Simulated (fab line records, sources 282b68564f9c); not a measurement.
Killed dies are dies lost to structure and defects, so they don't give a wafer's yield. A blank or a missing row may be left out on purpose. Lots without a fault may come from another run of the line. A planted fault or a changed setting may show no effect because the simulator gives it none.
A struck lot beside a sound one | flow rit_cmos | 45 steps out of a route of 202
Sound: wafers L538.1, L538.4, L538.6. Struck: wafers L547.1, L547.4, L547.5. The cause comes at the end.
At each step with rows: each side's tool, then ch and its chambers, then its first start. Under that, the readings that differ: sound wafers | struck wafers | difference of the means | sigmas: that difference in standard deviations of wafers without a fault.
alike: readings whose means differ by less than 2 such deviations, and words and numbers that are the same on both sides. not compared: withheld readings, readings that some wafer has no value for, bounds like >300 that may hide the same value, and numbers for which the record gives no deviation and whose values overlap.
The two part at a step that has a row with sigmas, a row that says differs or no value, or rows on one side only. Numbers that don't overlap but have no deviation are shown without sigmas and don't part them. A reading that every wafer of one side lacks parts them only if that side has two wafers or more.

first, 1 step without rows for these wafers: RIT_ACTIVE_DEVELOP_10 (develop time 50 s).
RIT_ACTIVE_CD_MEAS_11: target cd 1400 nm.
  sound on cd_sem-01, day 2 05:34; struck on cd_sem-02, day 4 02:34
  alike: cd_nm
then, 1 step without rows for these wafers: RIT_ACTIVE_HARDBAKE_12 (time 60 s).
RIT_ACTIVE_ETCH_13: etches Si3N4 in SF6, stops on SiO2, time 210 s, target depth 210 nm.
  sound on rie_diel-01 ch 1,2,3, day 2 05:50; struck on rie_diel-01 ch 1,2, day 4 02:50
  alike: drypump_motor_current_A, oes_product_au, throttle_valve_pct
  not compared: rf_hours_counter_h
RIT_ACTIVE_STRIP_14: strips in O2, time 180 s.
  sound on plasma_asher-03 ch 0,1, day 2 05:58; struck on plasma_asher-02 ch 0,1, day 4 02:58
  alike: drypump_motor_current_A
  not compared: rf_hours_counter_h
RIT_ACTIVE_CD_MEAS_90: target cd 1400 nm.
  sound on cd_sem-01, day 2 06:08; struck on cd_sem-02, day 4 03:08
  alike: cd_nm
then, 4 steps without rows for these wafers: RIT_ACTIVE_CLEAN_15 (cleans in SC1, time 600 s); RIT_ACTIVE_CLEAN_16 (cleans in dHF, time 30 s); RIT_ACTIVE_CLEAN_17 (cleans in SC2, time 600 s); RIT_FOX1_OXIDATION_00 (target thk 350.7 nm, ox time 1130 s).
RIT_FOX1_THK_MEAS_01:
  sound on film_metro-02, day 2 08:32; struck on film_metro-04, day 4 04:59
  alike: FOX1_OXIDE_THK
then, 1 step without rows for these wafers: RIT_FOX1_WET_ETCH_02 (etches SiO2 in BOE, target depth 350 nm, time 390 s).
RIT_FOX2_OXIDATION_00: target thk 350.7 nm, ox time 1130 s.
  sound on furnace-02 ch 0, day 2 08:44; struck on furnace-03 ch 0, day 4 05:10
  reading                                     | sound                | struck               | difference | sigmas
  spike_tc_centre_C (C)                       | 1102.3 1103.4 1100.9 | 1136.7 1135.7 1136.9 | +34.2      | +29
  spike_tc_load_C (C)                         | 1132 1132 1131       | 1158 1159 1159       | +27        | +9
  spike_tc_source_C (C)                       | 1119.5 1120.5 1120.7 | 1159.6 1158.7 1159.3 | +39.0      | +13
  tube_center_temp_C (C)                      | 1100.1 1100 1100     | 1133.5 1133.5 1133.7 | +33.5      | +99 or more
  tube_center_temp_C_max                      | 1102.8 1102.5 1102.4 | 1136.0 1136.1 1136.7 | +33.7      | +73
  model.SiO2_of_FOX2_OXIDATION_00.thk_nm (nm) | 361.1 363.7 363.3    | 399.8 389.2 394.9    | +31.9      |
  alike: zone_power_source_pct
RIT_FOX2_THK_MEAS_01:
  sound on film_metro-04, day 2 10:03; struck on film_metro-01, day 4 06:29
  reading             | sound       | struck      | difference | sigmas
  FOX2_OXIDE_THK (nm) | 361 364 363 | 400 389 395 | +32        | +4
then, 2 steps without rows for these wafers: RIT_FOX2_CLEAN_02 (cleans in dHF, time 180 s); RIT_FOX2_WET_ETCH_03 (etches Si3N4 in H3PO4, target depth 195 nm, time 2700 s).
RIT_FOX2_THK_MEAS_90:
  sound on film_metro-01, day 2 11:42; struck on film_metro-04, day 4 07:25
  reading                     | sound       | struck      | difference | sigmas
  FIELD_OXIDE_LEFT_1_THK (nm) | 334 336 336 | 373 362 367 | +32        | +4
then, 6 steps without rows for these wafers: RIT_NWELL_HMDS_00 (prime time 60 s); RIT_NWELL_COAT_01 (resist thk 1300 nm); RIT_NWELL_SOFTBAKE_02 (time 60 s); RIT_NWELL_EXPOSE_03 (exposes mask M2, target cd 43900 nm); RIT_NWELL_PEB_04; RIT_NWELL_DEVELOP_05 (develop time 68 s).
RIT_NWELL_OVL_MEAS_06:
  sound on overlay-02, day 2 12:38; struck on overlay-01, day 4 08:22
  alike: NWELL_OVL
then, 2 steps without rows for these wafers: RIT_NWELL_HARDBAKE_07 (time 120 s); RIT_NWELL_IMPLANT_08.
RIT_NWELL_STRIP_09: strips in O2, time 180 s.
  sound on plasma_asher-01 ch 0,1, day 2 13:04; struck on plasma_asher-02 ch 0, day 4 08:48
  alike: drypump_motor_current_A
  not compared: rf_hours_counter_h
RIT_NWELL_TW_MEAS_10:
  sound on film_metro-01, day 2 13:15; struck on film_metro-02, day 4 08:58
  alike: NWELL_TW
then, 6 steps without rows for these wafers: RIT_PWELL_HMDS_00 (prime time 60 s); RIT_PWELL_COAT_01 (resist thk 1300 nm); RIT_PWELL_SOFTBAKE_02 (time 60 s); RIT_PWELL_EXPOSE_03 (exposes mask M3, target cd 43700 nm); RIT_PWELL_PEB_04; RIT_PWELL_DEVELOP_05 (develop time 68 s).
RIT_PWELL_OVL_MEAS_06:
  sound on overlay-02, day 2 14:11; struck on overlay-01, day 4 10:04
  reading        | sound          | struck       | difference | sigmas
  PWELL_OVL (nm) | -3.7 -3.6 -3.7 | -0.9 0.0 0.8 | +3.6       | +2
then, 2 steps without rows for these wafers: RIT_PWELL_HARDBAKE_07 (time 120 s); RIT_PWELL_IMPLANT_08.
RIT_PWELL_STRIP_09: strips in O2, time 180 s.
  sound on plasma_asher-01 ch 0,1, day 2 14:37; struck on plasma_asher-01 ch 1, day 4 10:30
  alike: drypump_motor_current_A
  not compared: rf_hours_counter_h
RIT_PWELL_TW_MEAS_10:
  sound on film_metro-04, day 2 14:48; struck on film_metro-01, day 4 10:40
  alike: PWELL_TW
then, 1 step without rows for these wafers: RIT_WELLDRIVE_ANNEAL_00 (time 14700 s).
RIT_WELLDRIVE_RS_MEAS_01: measures by four-point-probe.
  sound on film_metro-04, day 2 20:47; struck on film_metro-02, day 4 15:52
  reading           | sound             | struck            | difference | sigmas
  NWELL_RS (ohm/sq) | 273.9 274.6 274.2 | 276.1 275.6 276.4 | +1.8       | +2
RIT_WELLDRIVE_RS_MEAS_02: measures by four-point-probe.
  sound on film_metro-04, day 2 20:54; struck on film_metro-02, day 4 15:59
  alike: PWELL_RS
RIT_FOX2_THK_MEAS_91:
  sound on film_metro-01, day 3 00:33; struck on film_metro-03, day 4 19:47
  reading                     | sound       | struck      | difference | sigmas
  FIELD_OXIDE_LEFT_2_THK (nm) | 266 268 268 | 306 295 300 | +33        | +4
RIT_SILICIDE_WET_ETCH_00: etches SiO2 in BOE, target depth 14 nm, time 15 s.
  sound on wet_bench-02 ch 3, day 3 20:43; struck on wet_bench-02 ch 1, day 5 13:44
  reading                                     | sound             | struck            | difference | sigmas
  model.SiO2_of_FOX2_OXIDATION_00.thk_nm (nm) | 161.2 163.6 164.4 | 200.8 189.6 195.3 | +32.2      |
RIT_M1_PROBE_99:
  sound on prober-02, day 4 03:29; struck on prober-01, day 5 20:41
  reading                             | sound             | struck            | difference | sigmas
  model.etest.pldd.width_nm (nm)      | 3138 3152 3164    | 3092 3104 3085    | -58        |
  model.etest.nldd.width_nm (nm)      | 3154 3152 3166    | 3079 3108 3076    | -70        |
  model.etest.pplus_sal.width_nm (nm) | 3439 3442 3441    | 3417 3423 3388    | -31        |
  model.etest.nplus_sal.width_nm (nm) | 3447 3465 3424    | 3389 3402 3397    | -49        |
  model.etest.pwell.rs_ohm_sq         | 413.6 424.4 418.9 | 430.1 428.8 429.8 | +10.6      |
  model.etest.field_n.vt_v (V)        | 36.27 36.44 36.44 | 41.14 39.82 40.47 | +4.09      |
  alike: killed_at_front_end, killed_dies, killed_on_rim, killed_open, killed_short
  not compared: model.etest.nmos_narrow.drive_ua_um, model.etest.pmos_narrow.drive_ua_um

WHERE THEY PART
First at RIT_FOX2_OXIDATION_00; last, within this record, at RIT_FOX2_THK_MEAS_91. Later steps at which nothing parts them and some readings are alike: RIT_M1_PROBE_99.

WHY: what the simulator had put in
Process parameter drift: furnace-03, from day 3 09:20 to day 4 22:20, at RIT_FOX2_OXIDATION_00. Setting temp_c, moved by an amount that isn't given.
